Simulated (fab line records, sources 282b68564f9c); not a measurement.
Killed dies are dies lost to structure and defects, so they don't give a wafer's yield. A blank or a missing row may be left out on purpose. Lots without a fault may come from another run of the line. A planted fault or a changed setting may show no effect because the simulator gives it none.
Problem report in the 8D (eight disciplines) form, filled by code | flow rit_cmos | the parts of the form that need people (team, actions taken, sign-off) are left out

1. THE PROBLEM
developer_temp_C at RIT_NLDD_DEVELOP_05 reads a mean of 25.32 C on 6 wafers of 2 lots; wafers without a fault read 23.01 C with a standard deviation of 0.086. That is +27 standard deviations from the usual mean.
The step: develop time 50 s.
First seen on wafer L475.4, day 5 15:00, on litho_track-01. The record holds 42 wafers of 14 lots with a number at this step. Rule for "out", or "out of limits": more than 4 standard deviations from the usual mean. The other wafers with a number count as sound.

2. WHAT IT IS AND WHAT IT IS NOT
question                    | is                     | is not
which readings at this step | developer_temp_C       | -
which lots                  | L475, L478             | L463, L465, L466, L467, L468, L470, L471, L477, L479, L482, L483, L484
which wafers of those lots  | all that have a number | -
read on which tools         | litho_track-01         | litho_track-03, litho_track-04
when                        | from day 5 15:00       | up to then (21 sound wafers); but 15 sound wafers of L477, L479, L482, L483, L484 came after

3. SUSPECTS, AND WHAT RULES EACH OUT
Counting: a tool at a process step up to the reading stays a suspect if it ran every lot that is out and no sound lot after the first of them.
- litho_track-01 at RIT_NLDD_DEVELOP_05 (develop time 50 s): kept. It ran every lot that is out, first L475 (day 5 15:00), and no sound lot after that; its last sound lot up to then is L471 (day 4 22:00). Its own readings are out on those wafers: developer_temp_C.
Left after counting: litho_track-01 at RIT_NLDD_DEVELOP_05.

4. THE CAUSE (what the simulator had put in)
Process parameter drift: litho_track-01, from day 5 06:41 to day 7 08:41, at RIT_NLDD_DEVELOP_05. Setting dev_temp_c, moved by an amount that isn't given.
Counting left only this tool.

5. THE CHAIN OF EFFECTS, in route order
Each row: a reading whose mean over the struck wafers that have a number lies more than 3 standard deviations from the usual. Only readings for which the record gives a usual standard deviation are gone through. hours: the time from each lot's start at the first step in this table that gives one to its start at this step, as a median over the lots. sigmas: the change in usual standard deviations.
hours | step                | reading          | usual   | on struck wafers | change | sigmas
0     | RIT_NLDD_DEVELOP_05 | developer_temp_C | 23.01 C | 25.32            | +2.31  | +27
The process steps in it:
- RIT_NLDD_DEVELOP_05: develop time 50 s.
Later measuring or inspecting steps at which every struck wafer that the step has a row for has a number for every such reading, and none has moved that far: RIT_CONTACT_CD_MEAS_90.

6. WHAT WOULD HAVE CAUGHT IT SOONER
In this record the first reading out of limits was taken at day 5 15:00, 8 hours after the fault began at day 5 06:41.
